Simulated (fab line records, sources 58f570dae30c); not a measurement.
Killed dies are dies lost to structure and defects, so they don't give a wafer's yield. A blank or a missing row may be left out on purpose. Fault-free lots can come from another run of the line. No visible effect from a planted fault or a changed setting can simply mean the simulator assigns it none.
fab line records	flow berkeley_cmos170	part 1 of 2: steps 1 to 25 of 35
[record] lots = 5	wafers = 15	last_day = 12
route steps=331 shown START@4 ZERO@6 NWELL@14 PWELL@34
lots with no fault: from the same line, run without faults
start_h: hours from the record's opening day to when the first of the lot's shown wafers began	wait_h: hours from the lot's prior step to this one	" same as the row above	L1.1+2: a row that stands for several wafers	- no value, or no start given	* or withheld: withheld	< > ~ a bound
route shown NAME@n: names a module that has steps shown in the file, with the first one's number in the route	usual: mean/standard deviation of fault-free wafers	same: alike in all rows	chamber/n: place in a boat	sites: per-site readings	_std_site: the values' standard deviation	_edge_site: outer sites' mean less inner sites'	radius_mm: how far each site lies from the wafer's centre	mask NAME#n: copy n	behind: the most recent tool/chamber to have shaped the wafer	hold: why the lot was held/for how many hours/how that ended	device: the n, p or np transistor that did not switch	end of line: the route-end tests of the same wafers	a step with no rows: only its recipe	killed: dies lost to structure and defects at the first sort, not the wafer's yield	map: per-die view of a wafer (x killed, . not killed, _ where there is no die)
set.NAME: the run value of the setting; set.NAME@STEP: its run value at that earlier step	model.NAME: the simulator's own value behind a step, which no gauge read
certain route steps with their lots: each step a table, each wafer a row
services: the hour from which a tool's chamber was out of use, counted from the record's first day as start_h (under 0 if before that day), plus the number of hours and why
[[steps]]
[step UCB170_START_THK_MEAS_03]
[recipe] reads = SiO2_of_START_OXIDATION_02
[usual] START_OXIDE_THK = 20.0/0.41
lot.wafer	tool	chamber	start_h	wait_h	START_OXIDE_THK[nm]
L077.2	film_metro-03	-	30.22	0.0	20.5
L077.4	"	-	"	"	20.3
L077.6	"	-	"	"	20.5
L085.1	film_metro-01	-	70.62	0.0	20.9
L085.2	"	-	"	"	20.7
L085.5	"	-	"	"	20.4
L086.1	film_metro-03	-	77.42	0.0	20.0
L086.2	"	-	"	"	20.0
L086.5	"	-	"	"	20.2
L089.4	film_metro-02	-	91.36	0.0	19.6
L089.5	"	-	"	"	19.6
L089.6	"	-	"	"	19.5
L093.4	film_metro-01	-	107.15	0.0	20.7
L093.5	"	-	"	"	20.4
L093.6	"	-	"	"	20.1
[step UCB170_START_ANNEAL_04]
[recipe] temp_c = 950	time_s = 1200	ambient = N2
[usual] tube_center_temp_C_max = 952.4/0.41
lot.wafer	tool	chamber	start_h	wait_h	tube_center_temp_C_max
L077.2	furnace-01	0	30.72	0.5	952.3
L077.4	"	0	"	"	952.4
L077.6	"	0	"	"	952.6
L085.1	furnace-04	0	75.97	5.3	952.3
L085.2	"	0	"	"	952.1
L085.5	"	0	"	"	952.0
L086.1	furnace-02	0	82.56	5.1	952.3
L086.2	"	0	"	"	952.8
L086.5	"	0	"	"	952.0
L089.4	furnace-01	0	96.31	4.9	952.3
L089.5	"	0	"	"	951.9
L089.6	"	0	"	"	952.9
L093.4	furnace-04	0	111.38	4.2	952.3
L093.5	"	0	"	"	952.2
L093.6	"	0	"	"	951.3
[step UCB170_ZERO_HMDS_00]
[recipe] prime_time_s = 60	prime_temp_c = 100
[usual] chill_plate_temp_C = 22.98/0.097
lot.wafer	tool	chamber	start_h	wait_h	chill_plate_temp_C
L077.2	litho_track-01	0	32.08	0.0	22.93
L077.4	"	0	"	"	23.00
L077.6	"	0	"	"	22.87
L085.1	litho_track-01	0	77.30	0.0	22.85
L085.2	"	0	"	"	22.92
L085.5	"	0	"	"	22.99
L086.1	litho_track-01	0	83.90	0.0	22.91
L086.2	"	0	"	"	23.00
L086.5	"	0	"	"	22.72
L089.4	litho_track-02	0	97.71	0.1	22.91
L089.5	"	0	"	"	23.02
L089.6	"	0	"	"	23.02
L093.4	litho_track-01	0	113.10	0.4	23.08
L093.5	"	0	"	"	23.09
L093.6	"	0	"	"	23.11
[step UCB170_ZERO_COAT_01]
[recipe] resist = KrF	spin_rpm = 1500	resist_thk_nm = 900
[usual] chill_plate_temp_C = 23.00/0.11
lot.wafer	tool	chamber	start_h	wait_h	chill_plate_temp_C
L077.2	litho_track-01	0	32.23	0.1	22.97
L077.4	"	0	"	"	23.07
L077.6	"	0	"	"	22.96
L085.1	litho_track-01	0	77.45	0.1	23.12
L085.2	"	0	"	"	22.96
L085.5	"	0	"	"	22.96
L086.1	litho_track-01	0	84.05	0.1	22.93
L086.2	"	0	"	"	22.95
L086.5	"	0	"	"	23.13
L089.4	litho_track-02	0	97.86	0.1	23.00
L089.5	"	0	"	"	23.02
L089.6	"	0	"	"	22.87
L093.4	litho_track-01	0	113.25	0.1	22.86
L093.5	"	0	"	"	23.09
L093.6	"	0	"	"	22.96
[step UCB170_ZERO_SOFTBAKE_02]
[recipe] resist = KrF	temp_c = 130	time_s = 60
[usual] chill_plate_temp_C = 22.99/0.1
lot.wafer	tool	chamber	start_h	wait_h	chill_plate_temp_C
L077.2	litho_track-01	0	32.38	0.1	22.98
L077.4	"	0	"	"	22.95
L077.6	"	0	"	"	23.10
L085.1	litho_track-01	0	77.60	0.1	22.98
L085.2	"	0	"	"	22.83
L085.5	"	0	"	"	22.81
L086.1	litho_track-01	0	84.20	0.1	22.96
L086.2	"	0	"	"	22.94
L086.5	"	0	"	"	23.11
L089.4	litho_track-02	0	98.01	0.1	22.90
L089.5	"	0	"	"	23.10
L089.6	"	0	"	"	23.18
L093.4	litho_track-01	0	113.40	0.1	22.87
L093.5	"	0	"	"	23.04
L093.6	"	0	"	"	23.09
[step UCB170_ZERO_EXPOSE_03]
[recipe] mask_id = PM_MARKS	na = 0.5	sigma_outer = 0.6	source_shape = conventional	target_cd_nm = 4000	dose_mj = 30
lot.wafer	tool	chamber	start_h	wait_h	mask
L077.2+4+6	krf_scanner-01	0	32.76	0.4	PM_MARKS#0
L085.1+2+5	krf_scanner-02	0	77.87	0.2	PM_MARKS#0
L086.1+2+5	krf_scanner-02	0	84.35	0.1	PM_MARKS#0
L089.4+5+6	krf_scanner-01	0	98.27	0.2	PM_MARKS#0
L093.4+5+6	krf_scanner-01	0	113.66	0.2	PM_MARKS#0
[step UCB170_ZERO_PEB_04]
[recipe] peb_temp_c = 130	peb_time_s = withheld	resist = KrF
[usual] chill_plate_temp_C = 23.01/0.11
lot.wafer	tool	chamber	start_h	wait_h	chill_plate_temp_C
L077.2	litho_track-02	0	33.43	0.6	23.14
L077.4	"	0	"	"	22.87
L077.6	"	0	"	"	23.15
L085.1	litho_track-04	0	77.99	0.1	22.96
L085.2	"	0	"	"	23.04
L085.5	"	0	"	"	22.91
L086.1	litho_track-02	0	84.46	0.1	22.99
L086.2	"	0	"	"	23.01
L086.5	"	0	"	"	23.00
L089.4	litho_track-02	0	98.61	0.3	22.92
L089.5	"	0	"	"	22.87
L089.6	"	0	"	"	23.06
L093.4	litho_track-04	0	114.22	0.5	23.04
L093.5	"	0	"	"	23.04
L093.6	"	0	"	"	23.02
[step UCB170_ZERO_DEVELOP_05]
[recipe] developer = TMAH	develop_time_s = 45	resist = KrF	dev_temp_c = 21
[usual] chill_plate_temp_C = 23.00/0.12
lot.wafer	tool	chamber	start_h	wait_h	chill_plate_temp_C
L077.2	litho_track-02	0	-	-	23.01
L077.4	"	0	"	"	22.90
L077.6	"	0	"	"	23.00
L085.1	litho_track-04	0	-	-	22.91
L085.2	"	0	"	"	23.01
L085.5	"	0	"	"	22.87
L086.1	litho_track-02	0	-	-	23.12
L086.2	"	0	"	"	23.15
L086.5	"	0	"	"	23.12
L089.4	litho_track-02	0	-	-	23.02
L089.5	"	0	"	"	22.77
L089.6	"	0	"	"	23.13
L093.4	litho_track-04	0	-	-	23.02
L093.5	"	0	"	"	23.01
L093.6	"	0	"	"	22.99
[step UCB170_ZERO_ETCH_06]
[recipe] chemistry = CHF3/CF4/Ar	target = SiO2	time_s = 12	pressure_mtorr = 100	rf_w = 500	CHF3_flow_sccm = 50	cf4_flow_sccm = 10	Ar_flow_sccm = 120	over_etch_frac = 1.58
[usual] drypump_motor_current_A = 6.1/0.4	oes_product_au = 0.619/0.0086	throttle_valve_pct = 9.19/0.15
lot.wafer	tool	chamber	start_h	wait_h	drypump_motor_current_A	oes_product_au	rf_hours_counter_h	throttle_valve_pct
L077.2	rie_diel-02	1	33.68	-	6.2	0.622	40	9.15
L077.4	"	2	"	"	5.9	0.617	120	8.91
L077.6	"	1	"	"	6.2	0.623	-	9.14
L085.1	rie_diel-02	3	78.27	-	6.4	0.622	100	9.34
L085.2	"	2	"	"	5.9	0.616	123	8.92
L085.5	"	2	"	"	5.9	0.621	-	8.92
L086.1	rie_diel-02	0	84.74	-	6.3	0.621	0	9.13
L086.2	"	2	"	"	5.9	0.620	123	8.93
L086.5	"	3	"	"	6.4	0.618	-	9.36
L089.4	rie_diel-01	1	98.83	-	6.3	0.629	-	9.44
L089.5	"	3	"	"	5.8	0.611	-	9.22
L089.6	"	2	"	"	6.5	0.628	-	9.13
L093.4	rie_diel-01	2	114.43	-	6.6	0.626	-	9.12
L093.5	"	3	"	"	5.8	0.615	-	9.24
L093.6	"	1	"	"	6.3	0.633	-	9.45
[step UCB170_ZERO_STRIP_07]
[recipe] chemistry = O2	power_w = 400	pressure_mtorr = 3500	platen_temp_c = withheld	o2_flow_sccm = 400	overash_fraction = 0.5
[usual] drypump_motor_current_A = 5.9/0.4	o2_flow_sccm = 400.1/1.3	oes_product_au = 0.726/0.0042	strip_time_to_endpoint_s = 21.46/0.064
lot.wafer	tool	chamber	start_h	wait_h	drypump_motor_current_A	o2_flow_sccm	oes_product_au	rf_hours_counter_h	strip_time_to_endpoint_s
L077.2	plasma_asher-01	0	33.70	0.0	5.7	402.4	0.720	29	21.48
L077.4	"	0	"	"	5.7	400.2	0.719	-	21.46
L077.6	"	0	"	"	5.7	400.4	0.722	-	21.44
L085.1	plasma_asher-01	1	78.29	0.0	6.2	397.4	0.727	33	21.45
L085.2	"	0	"	"	5.7	399.4	0.726	33	21.49
L085.5	"	1	"	"	6.2	397.6	0.729	-	21.42
L086.1	plasma_asher-01	1	84.76	0.0	6.2	399.1	0.727	34	21.34
L086.2	"	0	"	"	5.7	401.0	0.726	34	21.38
L086.5	"	0	"	"	5.7	400.0	0.720	-	21.42
L089.4	plasma_asher-01	0	98.87	0.0	5.7	400.5	0.732	-	21.54
L089.5	"	1	"	"	6.2	401.1	0.726	-	21.51
L089.6	"	0	"	"	5.7	401.3	0.732	-	21.45
L093.4	plasma_asher-01	1	114.48	0.0	6.2	398.7	0.723	-	21.51
L093.5	"	0	"	"	5.7	400.8	0.725	-	21.53
L093.6	"	1	"	"	6.2	400.2	0.731	-	21.43
[step UCB170_NWELL_WET_ETCH_00]
[recipe] chemistry = dHF	dilution = 25:1	target = SiO2	temp_c = 25	time_s = 200
[usual] temp_c = 24.99/0.1
lot.wafer	tool	chamber	start_h	wait_h	temp_c
L077.2	wet_bench-04	3	34.10	0.4	25.03
L077.4	"	3	"	"	24.95
L077.6	"	3	"	"	24.99
L085.1	wet_bench-04	3	78.39	0.1	25.08
L085.2	"	3	"	"	24.88
L085.5	"	3	"	"	24.86
L086.1	wet_bench-04	0	86.97	2.2	25.09
L086.2	"	0	"	"	25.10
L086.5	"	0	"	"	25.13
L089.4	wet_bench-03	0	98.94	0.0	24.92
L089.5	"	0	"	"	25.01
L089.6	"	0	"	"	24.88
L093.4	wet_bench-03	3	114.55	0.0	24.86
L093.5	"	3	"	"	24.92
L093.6	"	3	"	"	24.91
[step UCB170_NWELL_OXIDATION_01]
[recipe] temp_c = 1000	ambient = O2	target_thk_a = 264	ox_time_s = 1260
[usual] tube_center_temp_C_max = 1002.6/0.45
lot.wafer	tool	chamber	start_h	wait_h	tube_center_temp_C_max
L077.2	furnace-01	0	37.40	3.2	1002.7
L077.4	"	0	"	"	1002.7
L077.6	"	0	"	"	1002.5
L085.1	furnace-04	0	82.97	4.5	1002.5
L085.2	"	0	"	"	1002.1
L085.5	"	0	"	"	1002.7
L086.1	furnace-04	0	91.32	4.3	1002.3
L086.2	"	0	"	"	1002.5
L086.5	"	0	"	"	1002.2
L089.4	furnace-04	0	104.27	5.3	1002.3
L089.5	"	0	"	"	1002.4
L089.6	"	0	"	"	1002.6
L093.4	furnace-02	0	119.66	5.1	1002.9
L093.5	"	0	"	"	1002.5
L093.6	"	0	"	"	1002.4
[step UCB170_NWELL_THK_MEAS_02]
[recipe] reads = SiO2_of_NWELL_OXIDATION_01
[usual] NWELL_OXIDE_THK = 26.4/0.56
lot.wafer	tool	chamber	start_h	wait_h	NWELL_OXIDE_THK[nm]
L077.2	film_metro-04	-	38.76	0.0	26.5
L077.4	"	-	"	"	26.8
L077.6	"	-	"	"	27.5
L085.1	film_metro-02	-	84.32	0.0	26.8
L085.2	"	-	"	"	26.8
L085.5	"	-	"	"	26.7
L086.1	film_metro-02	-	92.67	0.0	27.2
L086.2	"	-	"	"	27.2
L086.5	"	-	"	"	26.4
L089.4	film_metro-04	-	105.65	0.0	26.9
L089.5	"	-	"	"	26.8
L089.6	"	-	"	"	26.8
L093.4	film_metro-04	-	121.04	0.0	26.8
L093.5	"	-	"	"	26.6
L093.6	"	-	"	"	26.1
[step UCB170_NWELL_ANNEAL_03]
[recipe] temp_c = 1000	time_s = 900	ambient = N2
[usual] tube_center_temp_C_max = 1002.6/0.48
lot.wafer	tool	chamber	start_h	wait_h	tube_center_temp_C_max
L077.2	furnace-01	0	45.25	6.5	1002.5
L077.4	"	0	"	"	1002.0
L077.6	"	0	"	"	1003.2
L085.1	furnace-01	0	88.97	4.6	1002.6
L085.2	"	0	"	"	1002.3
L085.5	"	0	"	"	1003.4
L086.1	furnace-04	0	96.93	4.3	1002.3
L086.2	"	0	"	"	1003.1
L086.5	"	0	"	"	1002.8
L089.4	furnace-04	0	110.13	4.5	1002.1
L089.5	"	0	"	"	1003.0
L089.6	"	0	"	"	1002.2
L093.4	furnace-01	0	127.19	6.1	1004.1
L093.5	"	0	"	"	1002.2
L093.6	"	0	"	"	1002.9
[step UCB170_NWELL_CVD_04]
[recipe] material = Si3N4	target_thk_nm = 224	temp_c = 800	precursor = SiH2Cl2/NH3	time_s = 3360	pressure_mtorr = 200	sih2cl2_flow_sccm = 25	nh3_flow_sccm = 75
[usual] nh3_flow_sccm = 75.04/0.19
lot.wafer	tool	chamber	start_h	wait_h	nh3_flow_sccm
L077.2	lpcvd-01	0	46.50	0.0	75.20
L077.4	"	0	"	"	75.15
L077.6	"	0	"	"	75.12
L085.1	lpcvd-02	1	90.22	0.0	74.87
L085.2	"	1	"	"	75.27
L085.5	"	1	"	"	75.00
L086.1	lpcvd-01	0	98.18	0.0	74.88
L086.2	"	0	"	"	74.79
L086.5	"	0	"	"	74.80
L089.4	lpcvd-01	1	111.38	0.0	75.13
L089.5	"	1	"	"	74.89
L089.6	"	1	"	"	74.89
L093.4	lpcvd-01	1	133.54	5.1	75.67
L093.5	"	1	"	"	75.09
L093.6	"	1	"	"	75.08
[step UCB170_NWELL_THK_MEAS_05]
[recipe] reads = Si3N4_of_NWELL_CVD_04
[usual] NWELL_NITRIDE_THK = 225.6/2
lot.wafer	tool	chamber	start_h	wait_h	NWELL_NITRIDE_THK[nm]
L077.2	film_metro-03	-	49.41	0.0	226.0
L077.4	"	-	"	"	225.2
L077.6	"	-	"	"	224.9
L085.1	film_metro-04	-	92.16	0.0	220.9
L085.2	"	-	"	"	221.9
L085.5	"	-	"	"	222.1
L086.1	film_metro-04	-	100.12	0.0	226.1
L086.2	"	-	"	"	226.5
L086.5	"	-	"	"	229.8
L089.4	film_metro-02	-	113.35	0.0	226.3
L089.5	"	-	"	"	227.0
L089.6	"	-	"	"	227.1
L093.4	film_metro-02	-	135.51	0.0	226.0
L093.5	"	-	"	"	226.0
L093.6	"	-	"	"	226.0
[step UCB170_NWELL_HMDS_06]
[recipe] prime_time_s = 60	prime_temp_c = 100
[usual] chill_plate_temp_C = 23.04/0.095
lot.wafer	tool	chamber	start_h	wait_h	chill_plate_temp_C
L077.2	litho_track-03	0	49.49	0.1	22.96
L077.4	"	0	"	"	23.07
L077.6	"	0	"	"	23.17
L085.1	litho_track-02	0	92.42	0.3	23.07
L085.2	"	0	"	"	23.26
L085.5	"	0	"	"	23.04
L086.1	litho_track-03	0	100.18	0.1	23.06
L086.2	"	0	"	"	23.14
L086.5	"	0	"	"	23.18
L089.4	litho_track-04	0	113.77	0.4	22.96
L089.5	"	0	"	"	22.95
L089.6	"	0	"	"	23.09
L093.4	litho_track-02	0	135.81	0.3	23.14
L093.5	"	0	"	"	23.08
L093.6	"	0	"	"	23.23
[step UCB170_NWELL_COAT_07]
[recipe] resist = KrF	spin_rpm = 1500	resist_thk_nm = 909.2
[usual] chill_plate_temp_C = 22.98/0.13
lot.wafer	tool	chamber	start_h	wait_h	chill_plate_temp_C
L077.2	litho_track-03	0	49.64	0.1	23.09
L077.4	"	0	"	"	23.03
L077.6	"	0	"	"	23.14
L085.1	litho_track-02	0	92.57	0.1	23.24
L085.2	"	0	"	"	23.07
L085.5	"	0	"	"	23.29
L086.1	litho_track-03	0	100.33	0.1	23.11
L086.2	"	0	"	"	23.09
L086.5	"	0	"	"	23.20
L089.4	litho_track-04	0	113.92	0.1	23.06
L089.5	"	0	"	"	23.03
L089.6	"	0	"	"	23.00
L093.4	litho_track-02	0	135.96	0.1	22.95
L093.5	"	0	"	"	22.86
L093.6	"	0	"	"	22.92
[step UCB170_NWELL_SOFTBAKE_08]
[recipe] resist = KrF	temp_c = 130	time_s = 60
[usual] chill_plate_temp_C = 23.02/0.095
lot.wafer	tool	chamber	start_h	wait_h	chill_plate_temp_C
L077.2	litho_track-03	0	49.79	0.1	23.01
L077.4	"	0	"	"	23.04
L077.6	"	0	"	"	23.03
L085.1	litho_track-02	0	92.72	0.1	23.00
L085.2	"	0	"	"	22.99
L085.5	"	0	"	"	22.95
L086.1	litho_track-03	0	100.48	0.1	23.10
L086.2	"	0	"	"	23.11
L086.5	"	0	"	"	23.07
L089.4	litho_track-04	0	114.07	0.1	23.10
L089.5	"	0	"	"	22.96
L089.6	"	0	"	"	23.11
L093.4	litho_track-02	0	136.11	0.1	23.00
L093.5	"	0	"	"	22.99
L093.6	"	0	"	"	22.91
[step UCB170_NWELL_EXPOSE_09]
[recipe] mask_id = NWELL	target_cd_nm = 3000	na = 0.5	sigma_outer = 0.6	source_shape = conventional	dose_mj = 25
lot.wafer	tool	chamber	start_h	wait_h	mask
L077.2+4+6	krf_scanner-01	0	49.93	0.1	NWELL#0
L085.1+2+5	krf_scanner-01	0	92.87	0.1	NWELL#0
L086.1+2+5	krf_scanner-01	0	100.87	0.4	NWELL#0
L089.4+5+6	krf_scanner-01	0	114.21	0.1	NWELL#0
L093.4+5+6	krf_scanner-01	0	136.41	0.3	NWELL#0
[step UCB170_NWELL_PEB_10]
[recipe] peb_temp_c = 130	peb_time_s = withheld	resist = KrF
[usual] chill_plate_temp_C = 23.01/0.1
lot.wafer	tool	chamber	start_h	wait_h	chill_plate_temp_C
L077.2	litho_track-04	0	50.05	0.1	23.05
L077.4	"	0	"	"	23.07
L077.6	"	0	"	"	23.00
L085.1	litho_track-02	0	93.15	0.3	22.97
L085.2	"	0	"	"	23.16
L085.5	"	0	"	"	23.11
L086.1	litho_track-02	0	100.98	0.1	23.13
L086.2	"	0	"	"	23.13
L086.5	"	0	"	"	23.06
L089.4	litho_track-03	0	114.71	0.5	23.12
L089.5	"	0	"	"	23.06
L089.6	"	0	"	"	23.02
L093.4	litho_track-04	0	136.54	0.1	22.97
L093.5	"	0	"	"	23.16
L093.6	"	0	"	"	22.86
[step UCB170_NWELL_DEVELOP_11]
[recipe] developer = TMAH	develop_time_s = 45	resist = KrF	dev_temp_c = 21
[usual] chill_plate_temp_C = 23.00/0.099
lot.wafer	tool	chamber	start_h	wait_h	chill_plate_temp_C
L077.2	litho_track-04	0	-	-	22.89
L077.4	"	0	"	"	23.05
L077.6	"	0	"	"	22.98
L085.1	litho_track-02	0	-	-	22.96
L085.2	"	0	"	"	22.93
L085.5	"	0	"	"	22.99
L086.1	litho_track-02	0	-	-	22.97
L086.2	"	0	"	"	23.06
L086.5	"	0	"	"	22.86
L089.4	litho_track-03	0	-	-	23.07
L089.5	"	0	"	"	22.88
L089.6	"	0	"	"	23.04
L093.4	litho_track-04	0	-	-	23.07
L093.5	"	0	"	"	23.17
L093.6	"	0	"	"	23.12
[step UCB170_NWELL_OVL_MEAS_12]
[usual] NWELL_OVL = -5/5.6
lot.wafer	tool	chamber	start_h	wait_h	NWELL_OVL[nm]
L077.2	overlay-01	-	50.31	-	-4
L077.4	"	-	"	"	-9
L077.6	"	-	"	"	-8
L085.1	overlay-02	-	93.42	-	-4
L085.2	"	-	"	"	-6
L085.5	"	-	"	"	-4
L086.1	overlay-02	-	101.26	-	-9
L086.2	"	-	"	"	-11
L086.5	"	-	"	"	-5
L089.4	overlay-01	-	114.93	-	-16
L089.5	"	-	"	"	0
L089.6	"	-	"	"	-6
L093.4	overlay-02	-	136.76	-	-4
L093.5	"	-	"	"	1
L093.6	"	-	"	"	-6
[step UCB170_NWELL_ETCH_13]
[recipe] chemistry = CH3F/Ar/O2	target = Si3N4	stop_on = SiO2	CH3F_flow_sccm = 20	Ar_flow_sccm = 50	O2_flow_sccm = 7	pressure_mtorr = 50	rf_w = 450	target_depth_a = 2464	over_etch_frac = 0.1	time_s = 154
[usual] drypump_motor_current_A = 6.0/0.48	oes_product_au = 0.947/0.012	throttle_valve_pct = 8.06/0.14
lot.wafer	tool	chamber	start_h	wait_h	drypump_motor_current_A	oes_product_au	rf_hours_counter_h	throttle_valve_pct
L077.2	rie_diel-04	2	50.34	0.0	6.6	0.977	165	8.09
L077.4	"	3	"	"	5.6	0.938	161	8.23
L077.6	"	2	"	"	6.6	0.961	-	8.09
L085.1	rie_diel-01	1	93.46	0.0	6.3	0.953	132	8.23
L085.2	"	3	"	"	5.8	0.931	135	8.04
L085.5	"	3	"	"	5.7	0.926	-	8.05
L086.1	rie_diel-04	0	101.30	0.0	5.0	0.949	47	8.06
L086.2	"	1	"	"	5.7	0.937	112	8.25
L086.5	"	1	"	"	5.7	0.950	-	8.24
L089.4	rie_diel-01	3	115.00	0.1	5.7	0.950	-	8.04
L089.5	"	2	"	"	6.6	0.961	-	7.95
L089.6	"	1	"	"	6.3	0.970	-	8.26
L093.4	rie_diel-02	0	136.78	0.0	6.3	0.946	3	7.95
L093.5	"	2	"	"	5.9	0.950	-	7.77
L093.6	"	3	"	"	6.4	0.951	-	8.15
[step UCB170_NWELL_IMPLANT_14]
[recipe] species = P	dose_cm2 = 1e+13	energy_kev = 150	tilt_deg = 7
lot.wafer	tool	chamber	start_h	wait_h
L077.2+4+6	implanter-03	0	50.47	0.1
L085.1+2+5	implanter-04	0	93.56	0.1
L086.1+2+5	implanter-04	0	101.40	0.1
L089.4+5+6	implanter-03	0	115.13	0.1
L093.4+5+6	implanter-03	0	136.96	0.1
